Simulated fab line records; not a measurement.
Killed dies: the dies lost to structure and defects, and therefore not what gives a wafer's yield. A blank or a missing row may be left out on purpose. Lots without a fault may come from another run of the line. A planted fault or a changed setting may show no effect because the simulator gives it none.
One fault seen from 2 desks    flow berkeleyCmos170    every desk sees just its own numbers, and what lay behind them comes last

## TOOL OWNER'S DESK, rieSi-02
The tool's own readings at UCB170_GATE_ETCH_15 (etches poly-Si in HBr/Cl2, stops on SiO2, time 56.3 s, target depth 278.2 nm): means of the sampled wafers that have a number, for each lot that ran on this tool. If a lot's mean is further than 4 standard deviations from the usual mean, the lot is out of limits and carries the mark OUT (the distance appears in the brackets).
Columns: A = drypumpMotorCurrentA at UCB170_GATE_ETCH_15, usual 5.5 A; B = oesProductAu at UCB170_GATE_ETCH_15, usual 0.836 a.u.; C = throttleValvePct at UCB170_GATE_ETCH_15, usual 26.32 %
lot   first seen here  A    B                 C
L947  day 7 17:03      5.7  0.830             26.12
L952  day 8 22:17      5.7  0.948 (+6.6) OUT  26.13
L954  day 9 07:46      5.7  0.954 (+7.0) OUT  26.12
L953  day 9 08:18      5.3  0.987 (+8.9) OUT  26.30
This desk finds L952, L953, L954 out of limits, L952 being first, at day 8 22:17 (oesProductAu at UCB170_GATE_ETCH_15). In limits: L947.

## AT THE METROLOGY DESK
Means of the sampled wafers that have a number, per lot and without regard to the tool the lot ran on: this is what the gauges read. If a lot's mean is further than 4 standard deviations from the usual mean, the lot is out of limits and carries the mark OUT (the distance appears in the brackets).
Columns: A = GATE_POLY_THK at UCB170_GATE_THK_MEAS_05, usual 215.1 nm; B = cdNm at UCB170_GATE_CD_MEAS_12, usual 350.4 nm; C = GATE_OVL at UCB170_GATE_OVL_MEAS_13, usual -1 nm
lot   first seen here  A      B      C
L941  day 7 06:23      215.0  351.0  -10
L947  day 7 15:16      214.8  350.9  -3
L952  day 8 20:33      214.2  351.9  -4
L954  day 9 06:41      213.9  350.1  -3
L953  day 9 06:44      219.9  349.8  -2
L956  day 9 22:06      212.2  349.9  1
L961  day 10 17:37     215.6  349.1  12
This desk's verdict: no lot among the 7 shows anything out of limits.

## TAKEN TOGETHER
An alarm could have come from the tool owner's desk at day 8 22:17, on L952, L953, L954.
Nothing out of limits was seen by the metrology desk.
The metrology desk has L952, L953, L954 on record, within its limits.
All the named lots went through UCB170_GATE_ETCH_15 on rieSi-02.

## WHAT THE SIMULATOR HAD PUT IN
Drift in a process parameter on rieSi-02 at UCB170_GATE_ETCH_15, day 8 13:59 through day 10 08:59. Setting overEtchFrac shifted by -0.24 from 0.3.
Struck lots among those shown: L952, L953, L954.
Each desk's first reading out of limits, in hours after the fault started: the tool owner's desk, 8.
